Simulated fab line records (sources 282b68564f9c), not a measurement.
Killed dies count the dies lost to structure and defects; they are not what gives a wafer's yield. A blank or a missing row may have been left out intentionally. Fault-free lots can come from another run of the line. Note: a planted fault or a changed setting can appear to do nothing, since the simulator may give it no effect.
A struck lot beside a sound one :: flow ritCmos :: 15 out of 202 route steps
Sound: these wafers, L384.2, L384.4, L384.5. The struck wafers were L371.1, L371.3, L371.4. The cause is named last.
At each step with rows: each side's tool, then ch and its chambers, then its first start. Under that, the readings that differ: sound wafers :: struck wafers :: difference of the means :: sigmas: that difference in standard deviations of wafers without a fault.
alike: readings whose means differ by less than 2 such deviations, and words and numbers that are the same on both sides. not compared: withheld readings, readings that some wafer has no value for, bounds like >300 that may hide the same value, and numbers for which the record gives no deviation and whose values overlap.
Wherever a step has rows on one side only, a row that says differs or no value, or a row with sigmas, the two part there. Numbers that have no deviation but don't overlap get no sigmas and don't part them. A reading that every wafer of one side lacks parts them only if that side has two wafers or more.

RIT_CONTACT_CVD_00: deposits SiO2 from TEOS, target thk 400 nm, time 61 s.
  sound on pecvd-01 ch 1,2, day 7 19:35; struck on pecvd-03 ch 1,2, day 5 06:06
  alike: heaterPowerW
  not compared: sinceWetCleanH
RIT_CONTACT_THK_MEAS_01:
  sound on filmMetro-01, day 7 19:39; struck on filmMetro-02, day 5 06:09
  alike: CONTACT_TEOS_THK
then, 6 steps without rows for these wafers: RIT_CONTACT_HMDS_02 (prime time 60 s); RIT_CONTACT_COAT_03 (resist thk 1000 nm); RIT_CONTACT_SOFTBAKE_04 (time 60 s); RIT_CONTACT_EXPOSE_05 (exposes mask M11, target cd 1000 nm); RIT_CONTACT_PEB_06; RIT_CONTACT_DEVELOP_07 (develop time 120 s).
RIT_CONTACT_CD_MEAS_08: the cd target is 1000 nm.
  sound on cdSem-02, day 7 20:41; struck on cdSem-01, day 5 07:31
  alike: cdNm
RIT_CONTACT_OVL_MEAS_09:
  sound on overlay-01, day 7 20:47; struck on overlay-02, day 5 07:38
  alike: CONTACT_OVL
then, 1 step without rows for these wafers: RIT_CONTACT_HARDBAKE_10 (time 60 s).
RIT_CONTACT_ETCH_11: etches SiO2 in CHF3/CF4/Ar, stops on TiSi2, target depth 480 nm, time 320 s.
  sound on rieDiel-03 ch 0,1,3, day 7 20:58; struck on rieDiel-02 ch 0,1,3, day 5 07:50
  alike: drypumpMotorCurrentA, mfcArSccm, oesProductAu, throttleValvePct
  not compared: rfHoursCounterH
RIT_CONTACT_STRIP_12: strips in O2, time 180 s.
  sound on plasmaAsher-03 ch 0,1, day 7 21:10; struck on plasmaAsher-03 ch 0,1, day 5 08:01
reading: runLengthS (s)
sound: 208.9 208.5 207.9
struck: 253.5 253.7 253.6
difference: +45.2
sigmas: +99 or more
  alike: drypumpMotorCurrentA
  not compared: rfHoursCounterH
RIT_CONTACT_CD_MEAS_90: the cd target is 1000 nm.
  sound on cdSem-01, day 7 21:22; struck on cdSem-01, day 5 08:12
  alike: cdNm
following that, these wafers have no rows for 1 step: RIT_M1_PROBE_99.

== WHERE THEY PART ==
At RIT_CONTACT_STRIP_12 and nowhere else, as far as this record goes. Later steps at which nothing parts them and some readings are alike: RIT_CONTACT_CD_MEAS_90.

WHY: whatever the simulator had introduced
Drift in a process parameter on plasmaAsher-03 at RIT_CONTACT_STRIP_12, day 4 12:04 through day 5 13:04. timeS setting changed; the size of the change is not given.
